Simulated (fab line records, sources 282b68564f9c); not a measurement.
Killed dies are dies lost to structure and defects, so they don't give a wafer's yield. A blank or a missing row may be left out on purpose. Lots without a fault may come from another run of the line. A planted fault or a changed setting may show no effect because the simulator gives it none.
A struck lot beside a sound one | flow rit_cmos | 27 steps out of a route of 202
Sound: wafers L136.3, L136.5, L136.6. Struck: wafer L142.4. (L142.2, L142.3 of the same lot were not struck and are left out.) The cause comes at the end.
At each step with rows: each side's tool, then ch and its chambers, then its first start. Under that, the readings that differ: sound wafers | struck wafers | difference of the means | sigmas: that difference in standard deviations of wafers without a fault.
alike: readings whose means differ by less than 2 such deviations, and words and numbers that are the same on both sides. not compared: withheld readings, readings that some wafer has no value for, bounds like >300 that may hide the same value, and numbers for which the record gives no deviation and whose values overlap.
The two part at a step that has a row with sigmas, a row that says differs or no value, or rows on one side only. Numbers that don't overlap but have no deviation are shown without sigmas and don't part them. A reading that every wafer of one side lacks parts them only if that side has two wafers or more.

first, 4 steps without rows for these wafers: RIT_CONTACT_SOFTBAKE_04 (time 60 s); RIT_CONTACT_EXPOSE_05 (exposes mask M11, target cd 1000 nm); RIT_CONTACT_PEB_06; RIT_CONTACT_DEVELOP_07 (develop time 120 s).
RIT_CONTACT_CD_MEAS_08: target cd 1000 nm.
  sound on cd_sem-01, day 4 09:52; struck on cd_sem-02, day 5 15:45
  alike: cd_nm
RIT_CONTACT_OVL_MEAS_09:
  sound on overlay-01, day 4 09:58; struck on overlay-01, day 5 15:52
  alike: CONTACT_OVL
then, 1 step without rows for these wafers: RIT_CONTACT_HARDBAKE_10 (time 60 s).
RIT_CONTACT_ETCH_11: etches SiO2 in CHF3/CF4/Ar, stops on TiSi2, target depth 480 nm, time 320 s.
  sound on rie_diel-02 ch 1,2,3, day 4 10:08; struck on rie_diel-01 ch 0, day 5 16:02
  reading               | sound             | struck | difference | sigmas
  oes_product_au (a.u.) | 1.010 0.993 1.019 | 0.972  | -0.035     | -2
  alike: drypump_motor_current_A, throttle_valve_pct
  not compared: rf_hours_counter_h
RIT_CONTACT_STRIP_12: strips in O2, time 180 s.
  sound on plasma_asher-02 ch 0,1, day 4 10:23; struck on plasma_asher-03 ch 0, day 5 16:14
  alike: drypump_motor_current_A
  not compared: rf_hours_counter_h
RIT_CONTACT_CD_MEAS_90: target cd 1000 nm.
  sound on cd_sem-02, day 4 10:32; struck on cd_sem-01, day 5 16:26
  alike: cd_nm
then, 2 steps without rows for these wafers: RIT_CONTACT_CLEAN_13 (cleans in SC1, time 600 s); RIT_CONTACT_CLEAN_14 (cleans in SC2, time 600 s).
RIT_M1_SPUTTER_00: material Al, target thk 400 nm, time 500 s.
  sound on pvd_sputter-03, day 4 10:59; struck on pvd_sputter-03, day 5 16:53
  reading                               | sound                | struck | difference | sigmas
  cathode_dc_power_W (W)                | 1999.7 1999.8 2000.2 | 2000.9 | +1.0       | +3
  model.Al_of_M1_SPUTTER_00.thk_nm (nm) | 395.1 397.5 399.3    | 667.4  | +270.1     |
  alike: throttle_valve_pct
RIT_M1_RS_MEAS_01: measures by four-point-probe.
  sound on film_metro-02, day 4 11:19; struck on film_metro-01, day 5 17:11
  reading           | sound                | struck | difference | sigmas
  M1_AL_RS (ohm/sq) | 0.0742 0.0739 0.0736 | 0.0435 | -0.0304    | -42
RIT_M1_THK_MEAS_02: measures by xrf.
  sound on film_metro-02, day 4 11:25; struck on film_metro-01, day 5 17:18
  reading        | sound       | struck | difference | sigmas
  M1_AL_THK (nm) | 395 400 405 | 675    | +275       | +65
then, 6 steps without rows for these wafers: RIT_M1_HMDS_03 (prime time 60 s); RIT_M1_COAT_04 (resist thk 1300 nm); RIT_M1_SOFTBAKE_05 (time 60 s); RIT_M1_EXPOSE_06 (exposes mask M12, target cd 2600 nm); RIT_M1_PEB_07; RIT_M1_DEVELOP_08 (develop time 68 s).
RIT_M1_CD_MEAS_09: target cd 2600 nm.
  sound on cd_sem-01, day 4 12:31; struck on cd_sem-01, day 5 18:23
  alike: cd_nm
RIT_M1_OVL_MEAS_10:
  sound on overlay-02, day 4 12:36; struck on overlay-01, day 5 18:29
  alike: M1_OVL
then, 1 step without rows for these wafers: RIT_M1_HARDBAKE_11 (time 120 s).
RIT_M1_METAL_ETCH_12: etches Al in Cl2/BCl3, stops on SiO2, time 165 s, target depth 600 nm.
  sound on rie_metal-02 ch 0,1, day 4 13:02; struck on rie_metal-02 ch 1, day 5 18:46
  reading               | sound             | struck | difference | sigmas
  oes_product_au (a.u.) | 0.793 0.795 0.789 | 0.995  | +0.203     | +16
  alike: drypump_motor_current_A, throttle_valve_pct
  not compared: rf_hours_counter_h
then, 1 step without rows for these wafers: RIT_M1_STRIP_13 (strips in nmp, time 600 s).
RIT_M1_PROBE_99:
  sound on prober-02, day 4 15:22; struck on prober-02, day 5 22:59
  reading                                 | sound              | struck | difference | sigmas
  defect_limited_yield (%)                | 98.1 99.2 97.0     | 0      | -98        | -89
  killed_at_M0_to_M3                      | 0 0 0              | 257    | +257       | +99 or more
  killed_dies                             | 5 2 8              | 264    | +259       | +86
  killed_on_rim                           | 0 1 2              | 70     | +69        | +49
  sort_bin_5_function (%)                 | 1.5 0.4 1.5        | 99.6   | +98.5      | +99 or more
  sort_n_pass                             | 259.0 262.0 256.0  | 0      | -259       | -86
  sort_yield_pct (%)                      | 98.1 99.2 97.0     | 0      | -98        | -89
  model.etest.tester.sort_n_pass          | 259 262 256        | 0      | -259       |
  model.etest.tester.sort_yield_pct (%)   | 98.11 99.24 96.97  | 0      | -98        |
  model.etest.tester.sort_bin_5_pct (%)   | 1.515 0.3788 1.515 | 99.62  | +98.48     |
  model.etest.diode_nplus_comb.over_limit | 0 0 0              | 1      | +1         |
  model.etest.m1.short                    | 0 0 0              | 1      | +1         |
  model.etest.nldd.short                  | 0 0 0              | 1      | +1         |
  model.etest.field_p.short               | 0 0 0              | 1      | +1         |
  model.etest.nmos_0p15.over_limit        | 0 0 0              | 1      | +1         |
  alike: killed_at_contacts, killed_at_front_end, killed_open, killed_short, sort_bin_3_pad_short, sort_bin_6_memory

WHERE THEY PART
First at RIT_CONTACT_ETCH_11; last, within this record, at RIT_M1_PROBE_99.

WHY: what the simulator had put in
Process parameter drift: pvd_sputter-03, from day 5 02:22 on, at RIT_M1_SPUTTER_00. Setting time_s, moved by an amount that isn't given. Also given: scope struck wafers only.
